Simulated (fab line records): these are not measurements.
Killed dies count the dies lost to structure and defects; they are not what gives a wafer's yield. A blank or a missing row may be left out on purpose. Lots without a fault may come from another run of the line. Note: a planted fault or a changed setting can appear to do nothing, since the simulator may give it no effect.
A struck lot beside a sound one	flow rit cmos	17 steps out of a route of 202
Sound: the wafers L870.1, L870.2, L870.5. Wafers L862.1, L862.2, L862.4 were the ones struck. The cause is given at the end.
Each step with rows lists, per side, the tool, then ch with its chambers, then its first start. Under that, the readings that differ: sound wafers	struck wafers	difference of the means	sigmas: that difference in standard deviations of wafers without a fault.
alike: readings whose means differ by less than 2 such deviations, and words and numbers that are the same on both sides. not compared: withheld readings, readings that some wafer has no value for, bounds like >300 that may hide the same value, and numbers for which the record gives no deviation and whose values overlap.
A row with sigmas, a row that says differs or no value, or rows on one side alone: a step with any of these is where the two part. Numbers that don't overlap but have no deviation are shown without sigmas and don't part them. A reading that every wafer of one side lacks parts them only if that side has two wafers or more.

first, 4 steps without rows for these wafers: RIT_PLDD_SOFTBAKE_02 (time 60 s); RIT_PLDD_EXPOSE_03 (exposes mask M8, target cd 40900 nm); RIT_PLDD_PEB_04; RIT_PLDD_DEVELOP_05 (develop time 50 s).
RIT_PLDD_OVL_MEAS_06:
  sound: overlay-02 at day 6 03:08; struck: overlay-01 at day 4 11:21
  alike: PLDD_OVL
then, 2 steps without rows for these wafers: RIT_PLDD_HARDBAKE_07 (time 60 s); RIT_PLDD_IMPLANT_08.
RIT_PLDD_STRIP_09: strips in O2, time 180 s.
  sound on plasma asher-04 ch 0,1, day 6 03:29; struck on plasma asher-01 ch 0,1, day 4 11:41
reading	sound	struck	difference	sigmas
drypump motor current A (A)	6.5 6.1 6.2	5.4 5.5 5.5	-0.8	-2
  not compared: rf hours counter h
RIT_PLDD_TW_MEAS_10:
  sound: film metro-03 at day 6 03:40; struck: film metro-01 at day 4 11:52
  alike: PLDD_TW
then, 3 steps without rows for these wafers: RIT_SPACER_CLEAN_00 (cleans in SC1, time 600 s); RIT_SPACER_CLEAN_01 (cleans in dHF, time 30 s); RIT_SPACER_CLEAN_02 (cleans in SC2, time 600 s).
RIT_SPACER_CVD_03: deposits Si3N4 from SiH2Cl2/NH3, target thk 250 nm, time 3300 s.
  sound on lpcvd-02 ch 1, day 6 04:06; struck on lpcvd-02 ch 0, day 4 12:17
  alike: nh3 flow sccm, zone power load pct
RIT_SPACER_THK_MEAS_04:
  sound: film metro-01 at day 6 06:01; struck: film metro-04 at day 4 14:13
reading	sound	struck	difference	sigmas
SPACER_NITRIDE_THK (nm)	249.2 250.4 250.0	212.1 213.8 214.8	-36.3	-17
RIT_SPACER_ETCHBACK_05: etches Si3N4 in SF6/CHF3, stops on SiO2, target depth 250 nm, time 240 s.
  sound on rie diel-01 ch 1,3, day 6 06:05; struck on rie diel-04 ch 1,2,3, day 4 14:16
reading	sound	struck	difference	sigmas
oes product au (a.u.)	0.840 0.827 0.847	0.767 0.780 0.750	-0.072	-6
  alike: drypump motor current A, throttle valve pct
  not compared: rf hours counter h
then, 1 step without rows for these wafers: RIT_NSD_HMDS_00 (prime time 60 s).
RIT_M1_PROBE_99:
  sound wafers here have rows in the record (prober-02, day 6 17:02); struck ones have none

WHERE THEY PART
Last at RIT_M1_PROBE_99 as far as this record goes, first at RIT_PLDD_STRIP_09.

WHY: whatever the simulator had introduced
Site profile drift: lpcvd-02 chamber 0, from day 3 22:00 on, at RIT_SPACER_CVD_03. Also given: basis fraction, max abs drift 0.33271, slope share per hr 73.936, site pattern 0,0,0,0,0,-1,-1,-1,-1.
